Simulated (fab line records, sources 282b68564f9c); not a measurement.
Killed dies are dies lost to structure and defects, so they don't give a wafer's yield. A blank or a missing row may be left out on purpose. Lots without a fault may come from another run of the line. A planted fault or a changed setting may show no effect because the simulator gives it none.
Which tool did it? | flow rit_cmos | 7 lots, 21 wafers sampled, at 2 steps of a route of 202

WHAT THE GAUGES READ, wafer by wafer
RIT_REOX_THK_MEAS_04.
lot  | measured    | on            | REOX_OXIDE_THK (nm)
L822 | day 2 23:50 | film_metro-02 | 25.6 25.7 25.6
L824 | day 3 07:22 | film_metro-02 | 24.9 24.8 24.8
L829 | day 4 09:50 | film_metro-02 | 25.9 26.0 25.8
L833 | day 5 04:38 | film_metro-02 | 30.4 30.8 31.1
L838 | day 6 05:55 | film_metro-01 | 25.3 24.8 25.2
L841 | day 7 00:42 | film_metro-02 | 25.3 24.7 25.1
L844 | day 7 12:17 | film_metro-01 | 25.3 25.0 25.2

WHICH TOOL RAN EACH LOT (tool, then ch and the chambers of the sampled wafers, then the start)
lot  | RIT_REOX_OXIDATION_03
L822 | furnace-02 ch 0, day 2 21:16
L824 | furnace-03 ch 0, day 3 04:49
L829 | furnace-02 ch 0, day 4 07:17
L833 | furnace-02 ch 0, day 5 02:04
L838 | furnace-04 ch 0, day 6 03:22
L841 | furnace-03 ch 0, day 6 22:08
L844 | furnace-04 ch 0, day 7 09:43
- RIT_REOX_OXIDATION_03: target thk 25.2 nm, ox time 5580 s.

THE ANSWER, worked out from the rows above alone
Rule: what is usual is taken from the lots themselves. Put in order of their means at a reading, lots are off if they are a third of the lots or fewer, leave a main group of 4 or more, and stand apart from it by a gap of 3 or more times the standard deviation of the main group's means; of several such gaps the widest counts. A main group whose means are all the same, to the digits that the tables above print for the reading, isn't used. A lot without any number at a reading at which 4 lots or more have one is off too. The other lots that the step has rows for count as sound.
Off: L833, at RIT_REOX_THK_MEAS_04 (REOX_OXIDE_THK). The main group: mean 25.3 nm, standard deviation 0.37.
A tool fits if, at a process step before that reading, it ran every lot that is off, and no sound lot after the first of them. The gauges at RIT_REOX_THK_MEAS_04 are tried like those tools. One fits: furnace-02 at RIT_REOX_OXIDATION_03. Its last sound lot is L829 (day 4 07:17), its first lot that is off L833 (day 5 02:04): a fault that began between those two fits.

WHAT THE SIMULATOR HAD PUT IN
Process parameter drift: furnace-02, from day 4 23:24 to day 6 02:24, at RIT_REOX_OXIDATION_03. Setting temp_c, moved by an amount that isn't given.
Lots struck among those shown: L833. The rule above found the same.
